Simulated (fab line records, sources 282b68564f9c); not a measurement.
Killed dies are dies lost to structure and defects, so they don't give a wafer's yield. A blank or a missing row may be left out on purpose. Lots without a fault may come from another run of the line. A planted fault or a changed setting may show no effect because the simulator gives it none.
A struck lot beside a sound one | flow rit_cmos | 18 steps out of a route of 202
Sound: wafers L692.1, L692.3, L692.4. Struck: wafers L711.1, L711.2, L711.6. The cause comes at the end.
At each step with rows: each side's tool, then ch and its chambers, then its first start. Under that, the readings that differ: sound wafers | struck wafers | difference of the means | sigmas: that difference in standard deviations of wafers without a fault.
alike: readings whose means differ by less than 2 such deviations, and words and numbers that are the same on both sides. not compared: withheld readings, readings that some wafer has no value for, bounds like >300 that may hide the same value, and numbers for which the record gives no deviation and whose values overlap.
The two part at a step that has a row with sigmas, a row that says differs or no value, or rows on one side only. Numbers that don't overlap but have no deviation are shown without sigmas and don't part them. A reading that every wafer of one side lacks parts them only if that side has two wafers or more.

RIT_M1_SPUTTER_00: material Al, target thk 400 nm, time 500 s.
  sound on pvd_sputter-01, day 3 21:05; struck on pvd_sputter-01, day 7 15:40
  alike: throttle_valve_pct
RIT_M1_RS_MEAS_01: measures by four-point-probe.
  sound on film_metro-01, day 3 21:22; struck on film_metro-04, day 7 15:58
  alike: M1_AL_RS
RIT_M1_THK_MEAS_02: measures by xrf.
  sound on film_metro-01, day 3 21:29; struck on film_metro-04, day 7 16:05
  alike: M1_AL_THK
then, 6 steps without rows for these wafers: RIT_M1_HMDS_03 (prime time 60 s); RIT_M1_COAT_04 (resist thk 1300 nm); RIT_M1_SOFTBAKE_05 (time 60 s); RIT_M1_EXPOSE_06 (exposes mask M12, target cd 2600 nm); RIT_M1_PEB_07; RIT_M1_DEVELOP_08 (develop time 68 s).
RIT_M1_CD_MEAS_09: target cd 2600 nm.
  sound on cd_sem-01, day 3 22:34; struck on cd_sem-02, day 7 17:11
  alike: cd_nm
RIT_M1_OVL_MEAS_10:
  sound on overlay-02, day 3 22:41; struck on overlay-02, day 7 17:18
  alike: M1_OVL
then, 1 step without rows for these wafers: RIT_M1_HARDBAKE_11 (time 120 s).
RIT_M1_METAL_ETCH_12: etches Al in Cl2/BCl3, stops on SiO2, time 165 s, target depth 600 nm.
  sound on rie_metal-01 ch 0,1, day 3 22:58; struck on rie_metal-02 ch 0,1, day 7 17:35
  reading                                  | sound             | struck            | difference | sigmas
  model.NOVOLAK_of_M1_COAT_04.thk_nm (nm)  | 808.8 806.9 805.4 | 723.6 705.3 722.1 | -90.0      |
  model.M1.feature_depth_nm (nm)           | 430.9 428.2 431.3 | 445.9 447.6 445.9 | +16.3      |
  model.SiO2_of_CONTACT_CVD_00.thk_nm (nm) | 364.2 367.3 373.4 | 340.8 342.7 349.5 | -24.0      |
  alike: drypump_motor_current_A, oes_product_au, throttle_valve_pct
  not compared: rf_hours_counter_h
then, 1 step without rows for these wafers: RIT_M1_STRIP_13 (strips in nmp, time 600 s).
RIT_M1_STRIP_14: strips in O2, time 180 s.
  sound on plasma_asher-04 ch 0,1, day 3 23:18; struck on plasma_asher-02 ch 0,1, day 7 17:56
  alike: drypump_motor_current_A
  not compared: rf_hours_counter_h
RIT_M1_CD_MEAS_90: target cd 2600 nm.
  sound on cd_sem-02, day 3 23:29; struck on cd_sem-01, day 7 18:06
  reading    | sound                | struck               | difference | sigmas
  cd_nm (nm) | 2597.6 2599.7 2598.7 | 2591.6 2594.1 2593.3 | -5.7       | -2
then, 1 step without rows for these wafers: RIT_M1_ANNEAL_15 (time 1800 s).
RIT_M1_PROBE_99:
  sound on prober-02, day 4 01:13; struck on prober-01, day 7 19:50
  reading                               | sound                      | struck                     | difference | sigmas
  killed_open                           | 8 3 4                      | 1 2 0                      | -4         | -2
  model.etest.antenna_m1.vt_shift_v (V) | -0.01682 -0.01036 -0.01298 | -0.01755 -0.02022 -0.01912 | -0.00558   |
  alike: defect_limited_yield, killed_at_M0_to_M3, killed_at_contacts, killed_at_front_end, killed_dies, killed_short, sort_bin_3_pad_short, sort_bin_5_function, sort_bin_6_memory, sort_n_pass, sort_yield_pct

WHERE THEY PART
First at RIT_M1_CD_MEAS_90; last, within this record, at RIT_M1_PROBE_99.

WHY: what the simulator had put in
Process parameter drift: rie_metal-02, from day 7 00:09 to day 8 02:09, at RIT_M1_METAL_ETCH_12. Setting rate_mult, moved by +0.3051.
